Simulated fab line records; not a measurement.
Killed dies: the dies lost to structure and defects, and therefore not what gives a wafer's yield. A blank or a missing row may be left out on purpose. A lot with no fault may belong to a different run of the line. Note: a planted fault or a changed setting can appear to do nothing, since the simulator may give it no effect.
Struck lot and sound lot, side by side ; flow rit-cmos ; 15 steps out of a route of 202
Sound: wafers L920.1, L920.3, L920.5. The struck wafers were L922.1, L922.3, L922.6. The cause comes at the end.
Each step with rows lists, per side, the tool, then ch with its chambers, then its first start. Under that, the readings that differ: sound wafers ; struck wafers ; difference of the means ; sigmas: that difference in standard deviations of wafers without a fault.
alike: readings whose means differ by less than 2 such deviations, and words and numbers that are the same on both sides. not compared: withheld readings, readings that some wafer has no value for, bounds like >300 that may hide the same value, and numbers for which the record gives no deviation and whose values overlap.
The two part at a step that has a row with sigmas, a row that says differs or no value, or rows on one side only. Numbers that have no deviation but don't overlap get no sigmas and don't part them. Lack of a reading on every wafer of one side parts them only where that side has two or more wafers.

first, 4 steps without rows for these wafers: RIT_REOX_CLEAN_00 (cleans in SC1, time 600 s); RIT_REOX_CLEAN_01 (cleans in dHF, time 30 s); RIT_REOX_CLEAN_02 (cleans in SC2, time 600 s); RIT_REOX_OXIDATION_03 (target thk 25.2 nm, ox time 5580 s).
RIT_REOX_THK_MEAS_04:
  sound on film-metro-04, day 3 01:36; struck on film-metro-02, day 3 07:35
  alike: REOX_OXIDE_THK
then, 6 steps without rows for these wafers: RIT_NLDD_HMDS_00 (prime time 60 s); RIT_NLDD_COAT_01 (resist thk 1000 nm); RIT_NLDD_SOFTBAKE_02 (time 60 s); RIT_NLDD_EXPOSE_03 (exposes mask M7, target cd 40700 nm); RIT_NLDD_PEB_04; RIT_NLDD_DEVELOP_05 (develop time 50 s).
RIT_NLDD_OVL_MEAS_06:
  sound on overlay-02, day 3 02:31; struck on overlay-02, day 3 08:37
reading;sound;struck;difference;sigmas
NLDD_OVL (nm);-3.7 -5.0 -2.1;-1.0 -0.3 -0.1;+3.1;+3
RIT_NLDD_HARDBAKE_07: time 60 s.
  sound on litho-track-03 ch 0, day 3 02:33; struck on litho-track-03 ch 0, day 3 08:39
reading;sound;struck;difference;sigmas
heater-power-total-W (W);62.55 62.58 62.54;67.66 67.66 67.71;+5.12;+99 or more
plate-temp-C (C);139.86 140.01 140.10;148.65 148.71 148.77;+8.72;+67
model.NOVOLAK_of_NLDD_COAT_01.thk-nm (nm);880.3 877.9 879.4;874.1 869.4 873.1;-7.0;
then, 1 step without rows for these wafers: RIT_NLDD_IMPLANT_08.
RIT_M1_PROBE_99:
  sound on prober-02, day 3 18:08; struck on prober-02, day 4 00:19
  alike: killed-at-contacts, killed-at-front-end, killed-dies, killed-on-rim, killed-open, killed-short

## WHERE THEY PART
At RIT_NLDD_OVL_MEAS_06 first; at RIT_NLDD_HARDBAKE_07 last (within this record only). Later steps at which nothing parts them and some readings are alike: RIT_M1_PROBE_99.

WHY: the cause the simulator had injected
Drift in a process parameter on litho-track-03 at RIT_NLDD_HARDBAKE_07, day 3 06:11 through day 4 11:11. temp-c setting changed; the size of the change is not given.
